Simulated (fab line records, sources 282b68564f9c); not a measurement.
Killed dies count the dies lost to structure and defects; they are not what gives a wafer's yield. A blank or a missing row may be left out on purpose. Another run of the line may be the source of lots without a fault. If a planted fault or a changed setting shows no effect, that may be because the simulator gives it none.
Lot-split experiment -- flow rit-cmos -- on a route of 202 steps: 5 lots, 23 wafers read

## THE SPLIT ITSELF
At RIT_REOX_OXIDATION_03 (target thk 25.2 nm, ox time 5580 s), the setting ox-time-s was moved away from the recipe's 5580 s on 20 of the 23 wafers read, by -12.8% to +14.7%. All remaining wafers had this setting at the recipe value.

Split to reading: the file shows no intervening step.

## THE READING
REOX_OXIDE_THK (nm), taken at RIT_REOX_THK_MEAS_04. On this fab line, fault-free wafers typically give 25.0 nm with a standard deviation of 0.4 nm.

wafer,"tool, chamber at the split","ox-time-s as run, s",against the recipe,"REOX_OXIDE_THK, nm",against lot-mates on the recipe
L074.1,"-, -",4867,-12.8%,22.5,no lot-mate on the recipe
L074.3,"-, -",4867,-12.8%,22.7,no lot-mate on the recipe
L074.4,"-, -",4867,-12.8%,22.5,no lot-mate on the recipe
L074.5,"-, -",4867,-12.8%,22.3,no lot-mate on the recipe
L074.6,"-, -",4867,-12.8%,21.9,no lot-mate on the recipe
L078.1,"-, -",5802,+4.0%,25.8,no lot-mate on the recipe
L078.2,"-, -",5802,+4.0%,25.7,no lot-mate on the recipe
L078.3,"-, -",5802,+4.0%,26.2,no lot-mate on the recipe
L078.5,"-, -",5802,+4.0%,26.0,no lot-mate on the recipe
L078.6,"-, -",5802,+4.0%,26.3,no lot-mate on the recipe
L080.1,"-, -",6061,+8.6%,26.4,no lot-mate on the recipe
L080.3,"-, -",6061,+8.6%,27.2,no lot-mate on the recipe
L080.4,"-, -",6061,+8.6%,26.3,no lot-mate on the recipe
L080.5,"-, -",6061,+8.6%,26.8,no lot-mate on the recipe
L080.6,"-, -",6061,+8.6%,26.7,no lot-mate on the recipe
L082.1,"-, -",6399,+14.7%,27.0,no lot-mate on the recipe
L082.2,"-, -",6399,+14.7%,26.4,no lot-mate on the recipe
L082.4,"-, -",6399,+14.7%,26.9,no lot-mate on the recipe
L082.5,"-, -",6399,+14.7%,27.0,no lot-mate on the recipe
L082.6,"-, -",6399,+14.7%,26.7,no lot-mate on the recipe
L084.3,"furnace-03, 0",5580,recipe,25.3,-
L084.5,"furnace-03, 0",5580,recipe,25.2,-
L084.6,"furnace-03, 0",5580,recipe,25.4,-

THE FIT
A straight line over all 23 wafers: REOX_OXIDE_THK changes by +0.17 nm for each +1% of ox-time-s; r = +0.96; the points scatter about the line by 0.52 nm.
Too few moved wafers have a lot-mate on the recipe to fit a line with each lot's own level taken away.

## THE WHOLE CHAIN: every reading that the file lists as answering this split, in the file's order
step,what it does,reading,change (the file's fit),r (the file's)
RIT_REOX_OXIDATION_03,"target thk 25.2 nm, ox time 5580 s","SiO2_of_REOX_OXIDATION_03.thk-nm (the simulator's own value, which no gauge read)",+0.17 nm for each +1% of the setting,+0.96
RIT_REOX_THK_MEAS_04,,REOX_OXIDE_THK,+0.17 for each +1% of the setting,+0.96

## THE FILE'S OWN FIT
REOX_OXIDE_THK changes by +0.17 nm for each +1% of ox-time-s, r = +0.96.
